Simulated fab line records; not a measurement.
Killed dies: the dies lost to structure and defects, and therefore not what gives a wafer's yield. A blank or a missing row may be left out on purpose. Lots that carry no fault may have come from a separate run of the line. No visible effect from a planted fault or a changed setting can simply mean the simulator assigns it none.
Which tool is to blame?	flow berkeleyCmos170	route of 331 steps, sampled at 1 step: 14 lots, 42 wafers

## WHAT THE GAUGES READ, wafer by wafer
Not one reading of a measure or inspect step in the record can be checked against a usual standard deviation.

## WHAT TOOL EACH LOT RAN ON (gives the tool, then ch and the chambers of the sampled wafers, and finally the start)
lot	UCB170_ZERO_PEB_04
L230	lithoTrack-03 ch 0, day 2 08:13
L231	lithoTrack-01 ch 0, day 2 12:59
L232	lithoTrack-03 ch 0, day 2 13:10
L235	lithoTrack-03 ch 0, day 3 04:17
L238	lithoTrack-01, day 4 02:03
L239	lithoTrack-03, day 4 03:56
L243	lithoTrack-01 ch 0, day 4 23:50
L244	lithoTrack-03 ch 0, day 5 04:49
L246	lithoTrack-01 ch 0, day 5 22:38
L248	lithoTrack-03 ch 0, day 5 23:00
L247	lithoTrack-01 ch 0, day 5 23:00
L249	lithoTrack-01 ch 0, day 6 12:08
L250	lithoTrack-01 ch 0, day 6 12:25
L251	lithoTrack-01 ch 0, day 6 16:35
- UCB170_ZERO_PEB_04

## WHAT THE TOOLS THEMSELVES READ (means of the sampled wafers that have a number; where no wafer has one, the mark that the record gives instead)
UCB170_ZERO_PEB_04. Usual: chillPlateTempC 23.04 C, standard deviation 0.11; exhaustPa 44.9 Pa, standard deviation 0.84.
lot	tool	chillPlateTempC (C)	exhaustPa (Pa)	flag
L230	lithoTrack-03	22.96	44.7	
L231	lithoTrack-01	23.05	45.0	
L232	lithoTrack-03	23.06	45.6	
L235	lithoTrack-03	23.02	44.5	
L238	lithoTrack-01	-	-	OFF
L239	lithoTrack-03	-	-	OFF
L243	lithoTrack-01	23.11	45.3	
L244	lithoTrack-03	23.04	44.3	
L246	lithoTrack-01	23.12	45.0	
L248	lithoTrack-03	23.03	45.5	
L247	lithoTrack-01	23.11	45.9	
L249	lithoTrack-01	23.07	44.5	
L250	lithoTrack-01	23.00	44.6	
L251	lithoTrack-01	23.08	44.7	

## THE ANSWER, worked out from the rows above alone
Rule: lot off if the mean of its wafers having a number is beyond 3 standard deviations from the usual mean. Also off: a lot with no number at a reading for which 4 or more lots have one. Any other lot the step has rows for is counted as sound. First the gauges in route order, then the tools' own readings, where a lot's mean is used as printed above. The first step at which some lot is off is used, and at that step the reading that is off furthest; a lot without a number counts as furthest.
Off at UCB170_ZERO_PEB_04 (chillPlateTempC): L238, L239. Without a number there: L238, L239.
A tool fits if, at that step or a process step before it, it ran every lot that is off, and no sound lot after the first of them. No candidate that was tried fits.

## WHAT WAS PUT IN BY THE SIMULATOR
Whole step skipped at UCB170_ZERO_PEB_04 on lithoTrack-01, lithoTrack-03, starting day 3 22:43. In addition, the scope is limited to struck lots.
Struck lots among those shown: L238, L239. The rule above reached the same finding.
